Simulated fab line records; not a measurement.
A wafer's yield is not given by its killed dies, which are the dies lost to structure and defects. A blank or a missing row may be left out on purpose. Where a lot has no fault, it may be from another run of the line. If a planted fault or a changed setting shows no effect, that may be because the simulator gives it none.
Which tool is to blame? | flow berkeley_cmos170 | 14 lots, 42 wafers sampled, at 2 steps of a route of 331

== WHAT THE GAUGES SHOWED, per wafer ==
UCB170_NVT_TW_MEAS_09. Usual: NVT_TW gives 525 (standard deviation 4.8).
lot  | measured     | on            | NVT_TW      | flag
L218 | day 6 19:40  | film_metro-03 | 525 528 526 |
L220 | day 7 11:49  | film_metro-01 | 530 527 525 |
L222 | day 7 11:52  | film_metro-02 | 519 519 518 |
L224 | day 8 00:29  | film_metro-03 | 529 528 524 |
L225 | day 8 00:28  | film_metro-01 | 533 534 531 |
L223 | day 8 00:46  | film_metro-02 | 518 519 518 |
L227 | day 8 14:13  | film_metro-02 | 644 645 642 | OFF
L226 | day 8 14:11  | film_metro-01 | 661 661 663 | OFF
L237 | day 10 20:16 | film_metro-02 | 520 518 517 |
L236 | day 10 20:21 | film_metro-03 | 532 530 530 |
L240 | day 11 02:33 | film_metro-01 | 527 531 526 |
L238 | day 11 02:40 | film_metro-01 | 528 526 528 |
L239 | day 11 02:55 | film_metro-03 | 524 526 526 |
L241 | day 11 19:25 | film_metro-02 | 523 523 521 |

== EACH LOT AND THE TOOL THAT RAN IT (in order: tool; ch and the chambers of the sampled wafers; start) ==
lot  | UCB170_NVT_IMPLANT_07
L218 | implanter-01 ch 0, day 6 19:25
L220 | implanter-01 ch 0, day 7 11:35
L222 | implanter-02 ch 0, day 7 11:38
L224 | implanter-04 ch 0, day 8 00:14
L225 | implanter-02 ch 0, day 8 00:14
L223 | implanter-01 ch 0, day 8 00:34
L227 | implanter-04 ch 0, day 8 13:34
L226 | implanter-02 ch 0, day 8 13:37
L237 | implanter-01 ch 0, day 10 20:01
L236 | implanter-04 ch 0, day 10 20:09
L240 | implanter-01 ch 0, day 11 02:18
L238 | implanter-02 ch 0, day 11 02:25
L239 | implanter-04 ch 0, day 11 02:41
L241 | implanter-02 ch 0, day 11 19:10
- UCB170_NVT_IMPLANT_07

== AS READ BY THE TOOLS THEMSELVES (means over the sampled wafers that have a number; for cases with no such wafer, the mark the record gives instead) ==
The record holds no such reading with a usual standard deviation.

== THE ANSWER, worked out from the rows above alone ==
Rule: a lot is off if the mean of its wafers that have a number lies more than 3 standard deviations from the usual mean. A lot without any number at a reading at which 4 lots or more have one is off too. The other lots that the step has rows for count as sound. After the gauges, taken in route order, come the tools' own readings; for these a lot's mean is taken, as printed above. The first step at which some lot is off is used, and at that step the reading that is off furthest; a lot without a number counts as furthest.
Off: L227, L226, seen at UCB170_NVT_TW_MEAS_09 (NVT_TW).
If a tool, at a process step before that reading, ran all the lots that are off and no sound lot after the first of them, it fits. Those tools and the gauges at UCB170_NVT_TW_MEAS_09 are tried in the same way. Of those tried, none fits.

== WHAT THE SIMULATOR HAD INSERTED ==
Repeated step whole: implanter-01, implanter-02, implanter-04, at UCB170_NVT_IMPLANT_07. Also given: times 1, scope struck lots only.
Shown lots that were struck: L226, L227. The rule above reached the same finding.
